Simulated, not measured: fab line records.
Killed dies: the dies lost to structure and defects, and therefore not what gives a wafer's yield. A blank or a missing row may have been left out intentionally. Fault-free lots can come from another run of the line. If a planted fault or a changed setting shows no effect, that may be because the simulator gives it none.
fab line records    flow berkeley_cmos170
record lots=14  wafers=42  last_day=12
route steps=331 shown NWELL@16 PWELL@39 PFIELD@85
lots with no fault: from the same line, run without faults
start_h: start of the lot's first displayed wafer, in hours after the record's first day    wait_h: time in hours since the lot's previous step    " same as the row above    L1.1+2: a row that stands for several wafers    - no value, or no start given    * or withheld: withheld    < > ~ a bound
route shown NAME@n: NAME is a module with steps in the file, n the number in the route of the first one    usual: the fault-free wafers' mean and standard deviation    same: alike in all rows    chamber/n: place in a boat    sites: each site's reading    _std_site: the standard deviation of these    _edge_site: outer sites' mean less inner sites'    radius_mm: how far each site lies from the wafer's centre    mask NAME#n: copy n    behind: the tool/chamber that last shaped the wafer    hold: what put the lot on hold/how long, in hours/how the hold closed    device: which transistor (n, p or np) failed to switch    end of line: the route-end tests of the same wafers    step lacking rows: just its recipe    killed: the dies lost at the first sort to structure and to defects; this is not the yield of the wafer    map: a wafer's dies, x killed, . not, _ none there
set.NAME: the run value of the setting; set.NAME@STEP: its run value at that earlier step    model.NAME: the simulator's own value behind a step, which no gauge read
the route's steps for a sample of lots (tables are steps, rows are wafers)
services: the hour from which a tool's chamber was out of use, counted from the record's first day as start_h (under 0 if before that day), plus the number of hours and why
## steps
# step UCB170_NWELL_THK_MEAS_02
# recipe reads=SiO2_of_NWELL_OXIDATION_01
# usual NWELL_OXIDE_THK=26.4/0.54
lot.wafer  tool           chamber  start_h  wait_h  NWELL_OXIDE_THK[nm]
L909.1     film_metro-04  -        25.42    0.0     26.6
L909.2     "              -        "        "       27.0
L909.4     "              -        "        "       27.1
L910.1     film_metro-03  -        38.83    0.0     26.9
L910.2     "              -        "        "       26.5
L910.6     "              -        "        "       26.7
L911.2     film_metro-04  -        38.84    0.0     26.8
L911.3     "              -        "        "       26.6
L911.5     "              -        "        "       26.6
L912.1     film_metro-04  -        45.68    0.0     26.5
L912.2     "              -        "        "       26.2
L912.5     "              -        "        "       26.2
L913.1     film_metro-01  -        45.68    0.0     25.9
L913.3     "              -        "        "       26.4
L913.6     "              -        "        "       26.2
L914.2     film_metro-04  -        58.97    0.0     26.9
L914.4     "              -        "        "       26.5
L914.5     "              -        "        "       26.8
L915.3     film_metro-03  -        58.98    0.0     26.3
L915.5     "              -        "        "       26.1
L915.6     "              -        "        "       25.8
L917.1     film_metro-03  -        74.09    0.0     25.3
L917.2     "              -        "        "       25.7
L917.6     "              -        "        "       25.7
L918.2     film_metro-01  -        74.10    0.0     26.4
L918.4     "              -        "        "       26.3
L918.6     "              -        "        "       26.5
L924.2     film_metro-01  -        104.92   0.0     26.1
L924.3     "              -        "        "       26.1
L924.4     "              -        "        "       26.1
L925.1     film_metro-03  -        109.43   0.0     26.6
L925.2     "              -        "        "       26.6
L925.3     "              -        "        "       26.1
L927.3     film_metro-04  -        121.20   0.0     26.5
L927.4     "              -        "        "       27.2
L927.6     "              -        "        "       26.2
L928.3     film_metro-01  -        121.20   0.0     27.1
L928.4     "              -        "        "       27.5
L928.6     "              -        "        "       27.5
L932.3     film_metro-01  -        148.32   0.0     25.6
L932.4     "              -        "        "       25.2
L932.6     "              -        "        "       25.3
# step UCB170_NWELL_OVL_MEAS_12
# usual NWELL_OVL=0/6.2
lot.wafer  tool        chamber  start_h  wait_h  NWELL_OVL[nm]
L909.1     overlay-01  -        36.37    -       -5
L909.2     "           -        "        "       -6
L909.4     "           -        "        "       -5
L911.2     overlay-02  -        46.15    -       -5
L911.3     "           -        "        "       -5
L911.5     "           -        "        "       -3
L910.1     overlay-02  -        46.33    -       0
L910.2     "           -        "        "       -4
L910.6     "           -        "        "       -1
L912.1     overlay-01  -        54.41    -       0
L912.2     "           -        "        "       1
L912.5     "           -        "        "       7
L913.1     overlay-02  -        54.65    -       -13
L913.3     "           -        "        "       -15
L913.6     "           -        "        "       -6
L914.2     overlay-02  -        70.09    -       -3
L914.4     "           -        "        "       3
L914.5     "           -        "        "       1
L915.3     overlay-01  -        70.33    -       5
L915.5     "           -        "        "       10
L915.6     "           -        "        "       6
L917.1     overlay-02  -        81.43    -       0
L917.2     "           -        "        "       0
L917.6     "           -        "        "       -2
L918.2     overlay-02  -        81.68    -       1
L918.4     "           -        "        "       -10
L918.6     "           -        "        "       -4
L924.2     overlay-02  -        109.55   -       0
L924.3     "           -        "        "       -1
L924.4     "           -        "        "       -2
L925.1     overlay-01  -        118.92   -       4
L925.2     "           -        "        "       -1
L925.3     "           -        "        "       7
L927.3     overlay-02  -        129.68   -       10
L927.4     "           -        "        "       6
L927.6     "           -        "        "       4
L928.3     overlay-01  -        129.80   -       6
L928.4     "           -        "        "       15
L928.6     "           -        "        "       8
L932.3     overlay-02  -        154.82   -       -10
L932.4     "           -        "        "       -5
L932.6     "           -        "        "       0
# step UCB170_PWELL_CVD_05
# recipe material=Si3N4  target_thk_nm=220  temp_c=800  precursor=SiH2Cl2/NH3  time_s=3300  pressure_mtorr=200  sih2cl2_flow_sccm=25  nh3_flow_sccm=75
# usual spike_tc_source_C=822.0/2.2  zone_power_source_pct=19.6/1.5
lot.wafer  tool      chamber  start_h  wait_h  spike_tc_source_C  zone_power_source_pct
L909.1     lpcvd-01  1        57.51    0.8     819.3              16.6
L909.2     "         1        "        "       819.4              16.6
L909.4     "         1        "        "       819.1              16.8
L910.1     lpcvd-01  0        69.62    0.0     824.3              20.8
L910.2     "         0        "        "       823.5              20.6
L910.6     "         0        "        "       825.4              20.7
L911.2     lpcvd-01  0        69.62    0.0     825.5              20.6
L911.3     "         0        "        "       825.6              21.0
L911.5     "         0        "        "       824.5              20.8
L912.1     lpcvd-01  1        69.62    0.0     819.1              16.9
L912.2     "         1        "        "       820.2              17.0
L912.5     "         1        "        "       818.2              16.7
L913.1     lpcvd-01  1        69.62    0.0     820.1              17.0
L913.3     "         1        "        "       818.6              17.0
L913.6     "         1        "        "       819.6              17.1
L914.2     lpcvd-02  0        84.12    0.0     820.7              20.4
L914.4     "         0        "        "       819.1              20.0
L914.5     "         0        "        "       822.2              20.0
L915.3     lpcvd-02  0        84.12    0.0     818.9              20.2
L915.5     "         0        "        "       820.1              19.8
L915.6     "         0        "        "       818.7              19.6
L917.1     lpcvd-02  0        96.66    0.9     821.6              20.2
L917.2     "         0        "        "       819.0              20.5
L917.6     "         0        "        "       818.4              20.0
L918.2     lpcvd-02  0        96.66    0.9     819.4              20.2
L918.4     "         0        "        "       818.3              20.3
L918.6     "         0        "        "       818.4              20.0
L924.2     lpcvd-01  0        122.15   0.0     822.1              21.2
L924.3     "         0        "        "       825.6              20.8
L924.4     "         0        "        "       824.5              20.9
L925.1     lpcvd-01  1        143.03   0.0     819.6              16.8
L925.2     "         1        "        "       820.2              16.9
L925.3     "         1        "        "       818.5              16.6
L927.3     lpcvd-01  1        143.03   0.0     820.7              17.1
L927.4     "         1        "        "       820.2              16.9
L927.6     "         1        "        "       819.9              16.7
L928.3     lpcvd-01  0        143.03   0.0     824.2              20.8
L928.4     "         0        "        "       825.6              21.3
L928.6     "         0        "        "       824.8              20.6
L932.3     lpcvd-01  0        166.77   0.0     823.9              20.5
L932.4     "         0        "        "       824.1              21.0
L932.6     "         0        "        "       825.1              20.7
# step UCB170_PWELL_THK_MEAS_06
# recipe reads=Si3N4_of_PWELL_CVD_05
# usual PWELL_NITRIDE_THK=221.1/2.1
lot.wafer  tool           chamber  start_h  wait_h  PWELL_NITRIDE_THK[nm]
L909.1     film_metro-04  -        59.43    0.0     220.7
L909.2     "              -        "        "       220.6
L909.4     "              -        "        "       220.2
L912.1     film_metro-03  -        71.53    0.0     221.9
L912.2     "              -        "        "       221.8
L912.5     "              -        "        "       222.4
L911.2     film_metro-02  -        71.54    0.0     219.5
L911.3     "              -        "        "       218.8
L911.5     "              -        "        "       217.8
L910.1     film_metro-04  -        71.56    0.0     220.2
L910.2     "              -        "        "       220.9
L910.6     "              -        "        "       221.6
L913.1     film_metro-02  -        71.59    0.1     221.1
L913.3     "              -        "        "       221.7
L913.6     "              -        "        "       221.3
L914.2     film_metro-02  -        86.04    0.0     220.9
L914.4     "              -        "        "       221.6
L914.5     "              -        "        "       218.1
L915.3     film_metro-04  -        86.05    0.0     221.7
L915.5     "              -        "        "       220.5
L915.6     "              -        "        "       221.0
L917.1     film_metro-04  -        98.58    0.0     121.7
L917.2     "              -        "        "       121.4
L917.6     "              -        "        "       122.6
L918.2     film_metro-03  -        98.59    0.0     121.5
L918.4     "              -        "        "       122.6
L918.6     "              -        "        "       121.9
L924.2     film_metro-02  -        124.08   0.0     222.9
L924.3     "              -        "        "       222.6
L924.4     "              -        "        "       222.4
L925.1     film_metro-02  -        144.95   0.0     220.7
L925.2     "              -        "        "       220.9
L925.3     "              -        "        "       218.9
L927.3     film_metro-03  -        144.97   0.0     221.6
L927.4     "              -        "        "       219.6
L927.6     "              -        "        "       219.6
L928.3     film_metro-04  -        145.03   0.1     220.3
L928.4     "              -        "        "       219.2
L928.6     "              -        "        "       219.8
L932.3     film_metro-04  -        168.70   0.0     220.6
L932.4     "              -        "        "       220.5
L932.6     "              -        "        "       219.6
# step UCB170_PWELL_ETCH_14
# recipe chemistry=CH3F/Ar/O2  target=Si3N4  stop_on=SiO2  CH3F_flow_sccm=20  Ar_flow_sccm=50  O2_flow_sccm=7  pressure_mtorr=50  rf_w=450  target_depth_a=2420  over_etch_frac=0.1  time_s=151
# usual O2_flow_sccm=6.997/0.022  drypump_motor_current_A=5.5/0.47  oes_product_au=0.943/0.013  throttle_valve_pct=8.07/0.11
lot.wafer  tool         chamber  start_h  wait_h  O2_flow_sccm  drypump_motor_current_A  oes_product_au  rf_hours_counter_h  throttle_valve_pct
L909.1     rie_diel-01  1        60.76    0.0     7.003         5.7                      0.946           44                  8.17
L909.2     "            3        "        "       6.996         5.1                      0.918           51                  8.18
L909.4     "            2        "        "       6.973         4.8                      0.938           53                  8.18
L911.2     rie_diel-01  1        73.68    0.0     6.986         5.7                      0.950           44                  8.18
L911.3     "            3        "        "       7.002         5.1                      0.914           51                  8.18
L911.5     "            0        "        "       6.981         5.3                      0.934           -                   7.95
L912.1     rie_diel-04  3        73.95    0.0     7.005         5.6                      0.944           43                  8.16
L912.2     "            2        "        "       6.975         5.8                      0.943           156                 8.21
L912.5     "            2        "        "       7.035         5.8                      0.944           -                   8.21
L910.1     rie_diel-01  0        74.15    0.0     6.993         5.3                      0.949           48                  7.94
L910.2     "            2        "        "       7.009         4.9                      0.942           54                  8.16
L910.6     "            0        "        "       6.993         5.3                      0.945           -                   7.95
L913.1     rie_diel-03  2        74.40    0.0     6.963         6.3                      0.942           85                  7.89
L913.3     "            3        "        "       7.012         5.9                      0.936           29                  8.05
L913.6     "            2        "        "       6.999         6.3                      0.942           -                   7.87
L914.2     rie_diel-04  0        87.09    0.0     6.952         5.0                      0.957           54                  8.07
L914.4     "            2        "        "       7.018         5.8                      0.950           -                   8.21
L914.5     "            2        "        "       7.012         5.8                      0.942           -                   8.20
L915.3     rie_diel-03  2        87.34    0.0     7.031         6.3                      0.946           86                  7.87
L915.5     "            0        "        "       6.973         4.9                      0.928           -                   8.08
L915.6     "            3        "        "       6.983         6.0                      0.938           -                   8.07
L918.2     rie_diel-01  3        100.34   0.0     7.006         5.1                      0.669           52                  8.15
L918.4     "            1        "        "       7.001         5.7                      0.701           46                  8.16
L918.6     "            2        "        "       7.008         4.9                      0.691           -                   8.15
L917.1     rie_diel-03  0        100.50   0.0     7.008         4.9                      0.685           15                  8.07
L917.2     "            2        "        "       7.002         6.3                      0.685           86                  7.82
L917.6     "            2        "        "       7.005         6.3                      0.691           -                   7.85
L924.2     rie_diel-04  2        125.95   0.0     6.969         5.8                      0.941           159                 8.20
L924.3     "            3        "        "       6.978         5.6                      0.949           46                  8.16
L924.4     "            0        "        "       6.998         5.0                      0.964           -                   8.07
L927.3     rie_diel-04  0        146.57   0.0     6.953         5.0                      0.957           59                  8.07
L927.4     "            0        "        "       6.974         5.0                      0.955           -                   8.06
L927.6     "            2        "        "       7.044         5.8                      0.942           -                   8.21
L925.1     rie_diel-01  1        147.03   0.0     7.000         5.7                      0.945           48                  8.18
L925.2     "            2        "        "       7.054         4.9                      0.940           57                  8.15
L925.3     "            3        "        "       6.997         5.1                      0.922           54                  8.16
L928.3     rie_diel-03  3        147.22   0.0     6.988         5.9                      0.933           33                  8.06
L928.4     "            0        "        "       7.004         4.9                      0.924           18                  8.08
L928.6     "            3        "        "       6.982         5.9                      0.936           -                   8.07
L932.3     rie_diel-03  3        170.93   0.0     6.997         6.0                      0.936           35                  8.05
L932.4     "            0        "        "       6.980         4.9                      0.927           20                  8.06
L932.6     "            3        "        "       6.998         6.0                      0.937           -                   8.05
# step UCB170_PFIELD_OVL_MEAS_06
# usual PFIELD_OVL=3/6.3
lot.wafer  tool        chamber  start_h  wait_h  PFIELD_OVL[nm]
L909.1     overlay-01  -        96.39    -       6
L909.2     "           -        "        "       10
L909.4     "           -        "        "       11
L913.1     overlay-02  -        114.44   -       8
L913.3     "           -        "        "       6
L913.6     "           -        "        "       5
L912.1     overlay-01  -        114.98   -       11
L912.2     "           -        "        "       17
L912.5     "           -        "        "       17
L911.2     overlay-01  -        115.26   -       -6
L911.3     "           -        "        "       -2
L911.5     "           -        "        "       -6
L910.1     overlay-01  -        115.72   -       6
L910.2     "           -        "        "       8
L910.6     "           -        "        "       14
L915.3     overlay-02  -        123.67   -       7
L915.5     "           -        "        "       1
L915.6     "           -        "        "       8
L914.2     overlay-02  -        123.95   -       4
L914.4     "           -        "        "       9
L914.5     "           -        "        "       9
L917.1     overlay-01  -        131.57   -       1
L917.2     "           -        "        "       5
L917.6     "           -        "        "       3
L918.2     overlay-02  -        131.77   -       -1
L918.4     "           -        "        "       -3
L918.6     "           -        "        "       -4
L924.2     overlay-01  -        160.03   -       9
L924.3     "           -        "        "       6
L924.4     "           -        "        "       6
L925.1     overlay-01  -        179.31   -       -4
L925.2     "           -        "        "       -4
L925.3     "           -        "        "       -7
L927.3     overlay-01  -        180.33   -       7
L927.4     "           -        "        "       1
L927.6     "           -        "        "       7
L928.3     overlay-02  -        180.77   -       7
L928.4     "           -        "        "       5
L928.6     "           -        "        "       10
L932.3     overlay-01  -        209.51   -       2
L932.4     "           -        "        "       1
L932.6     "           -        "        "       -4
## services
tool         chamber  start_h  hours  kind
rie_diel-03  2        55.68    8.1    repair
rie_diel-03  1        58.51    9.6    repair
rie_diel-04  3        87.03    3.8    repair
rie_diel-04  2        93.12    6.0    repair
rie_diel-01  -        124.96   2.8    pm
rie_diel-03  3        132.57   10.0   repair
rie_diel-04  2        148.68   -      clean
rie_diel-04  2        148.68   15.4   scheduled_down
rie_diel-04  2        148.68   15.4   vent_cycle
lpcvd-02     -        150.18   6.1    pm
rie_diel-03  1        151.38   -      clean
rie_diel-03  1        151.38   17.6   scheduled_down
rie_diel-03  1        151.38   17.6   vent_cycle
## key
first_sign step=UCB170_PWELL_THK_MEAS_06  reading=PWELL_NITRIDE_THK  direction=down  sigmas=47  usual=221.1  struck=122.0
effect step=UCB170_PWELL_ETCH_14  reading=oes_product_au  direction=down  sigmas=20  usual=0.943  struck=0.687
met_at UCB170_PWELL_CVD_05
struck_lots L917,L918
struck_wafers L917.1,L917.2,L917.6,L918.2,L918.4,L918.6
sort_left_out L917.1,L917.2,L917.6,L918.2,L918.4,L918.6
tester_left_out L917,L918
not_acting_at UCB170_NWELL_THK_MEAS_02,UCB170_NWELL_OVL_MEAS_12,UCB170_PFIELD_OVL_MEAS_06
onset_between 84.12 96.66
fault kind=process_parameter_drift  tool=lpcvd-02  chamber=0  onset_h=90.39  steps=UCB170_PWELL_CVD_05  channel=target_thk_nm  offset=-99.726  shape=step  end_h=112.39  acts_in=these_recipes_only  stated=220
# tester_left_out: of these lots the tester's yield and bins aren't shown, on N5 and GAA mostly nor the transistor test; their killed dies are dies lost to structure and defects alone, not to doping, threshold or leakage, so they don't give the yield
# sort_left_out: the simulated sort isn't trusted on such a fault, so these wafers' sort isn't shown, and their yield isn't known
